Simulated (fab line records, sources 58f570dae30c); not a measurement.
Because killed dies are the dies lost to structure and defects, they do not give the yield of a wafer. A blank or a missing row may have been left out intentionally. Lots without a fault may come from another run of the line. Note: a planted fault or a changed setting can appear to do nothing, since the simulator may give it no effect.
Code-filled problem report in 8D (eight disciplines) form -- flow berkeley_cmos170 -- the parts of the form that need people (team, actions taken, sign-off) are left out

## 1. WHAT WENT WRONG
SPACER_TEOS_THK at UCB170_SPACER_THK_MEAS_01 reads a mean of 327 nm on 2 wafers of 1 lot; wafers without a fault read 376 nm with a standard deviation of 4.4. Measured from the usual mean, that is -11 standard deviations.
First seen on wafer L630.1, day 9 19:37, on film_metro-02. At this step, 15 wafers from 5 lots have a number in the record. Rule for "out", or "out of limits": more than 4 standard deviations from the usual mean. The rest of the wafers with a number are treated as sound.

## 2. WHAT IT IS, WHAT IT ISN'T
question,is,is not
which readings at this step,SPACER_TEOS_THK,-
which lots,L630,"L623, L625, L634, L641"
which wafers of those lots,"L630.1, L630.6",L630.3
read on which gauges,film_metro-02,"film_metro-01, film_metro-04"
when,from day 9 19:37,"up to then (7 sound wafers); but 6 sound wafers of L634, L641 came after"

## 3. WHAT RULES OUT EACH SUSPECT
Counting: any tool at a process step up to the reading remains a suspect provided it ran every lot that is out. Sound lots after the first of them don't rule it out here, since some wafers of a struck lot are sound.
- the gauge at UCB170_SPACER_THK_MEAS_01 has been ruled out. All the wafers that are out were read on film_metro-02, but those of them that UCB170_SPACER_CVD_00 has rows for are out there too, on other tools.
- plasma_asher-03 at UCB170_NLDD_STRIP_10 (strips in O2): kept. It processed L630, the lot that is out, at day 9 18:48, and its most recent sound lot before then was L623 at day 8 09:30.
- pecvd-02 at UCB170_SPACER_CVD_00 (deposits SiO2 from TEOS/O2, target thk 376 nm, time 47 s): kept. It processed L630, the lot that is out, at day 9 19:34, and its most recent sound lot before then was L625 at day 8 09:23. Its own rf_fwd_power_W readings are out on those wafers.
- At UCB170_SPACER_CVD_00 on pecvd-02, chamber 2 took the sound wafers of the same lots and chamber 0 took the wafers that are out.
After counting, plasma_asher-03 at UCB170_NLDD_STRIP_10 and pecvd-02 at UCB170_SPACER_CVD_00 remain.

## 4. THE CAUSE (what the simulator had put in)
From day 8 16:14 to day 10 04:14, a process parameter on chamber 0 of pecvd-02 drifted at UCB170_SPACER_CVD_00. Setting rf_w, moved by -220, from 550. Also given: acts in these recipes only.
After counting, 2 suspects remain, this tool included.

## 5. THE CHAIN OF EFFECTS, in route order
One row per reading whose mean, taken over the struck wafers that have a number, lies over 3 standard deviations from the usual. Readings are gone through only where the record gives a usual standard deviation; hours: the median, over the lots, of the time from a lot's start at the first step in this table giving one to that lot's start at this step; sigmas: the change measured in usual standard deviations.
hours,step,reading,usual,on struck wafers,change,sigmas
0,UCB170_SPACER_CVD_00,rf_fwd_power_W,544.7 W,327.4,-217.4,-99 or more
0,UCB170_SPACER_THK_MEAS_01,SPACER_TEOS_THK,376 nm,327,-49,-11
5,UCB170_SPACER_ETCHBACK_03,oes_product_au,0.897 a.u.,0.809,-0.088,-5.2
Here are the process steps it includes:
- UCB170_SPACER_CVD_00: deposits SiO2 from TEOS/O2, target thk 376 nm, time 47 s.
- UCB170_SPACER_ETCHBACK_03: etches SiO2 in CHF3/CF4/Ar, stops on Si, target depth 376 nm, time 100 s.

## 6. HOW IT WOULD HAVE BEEN CAUGHT EARLIER
In this record the first reading out of limits at a measuring or inspecting step was taken at day 9 19:37, 27 hours after the fault began at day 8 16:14.
Tool's own readings at UCB170_SPACER_CVD_00, rf_fwd_power_W: out on all struck wafers the step has rows for; an alarm limit on them would have tripped on the first.
Lots out: 1; all had begun UCB170_SPACER_CVD_00 on pecvd-02 by day 9 19:37. A hold on the tool at that time would have spared none of them.
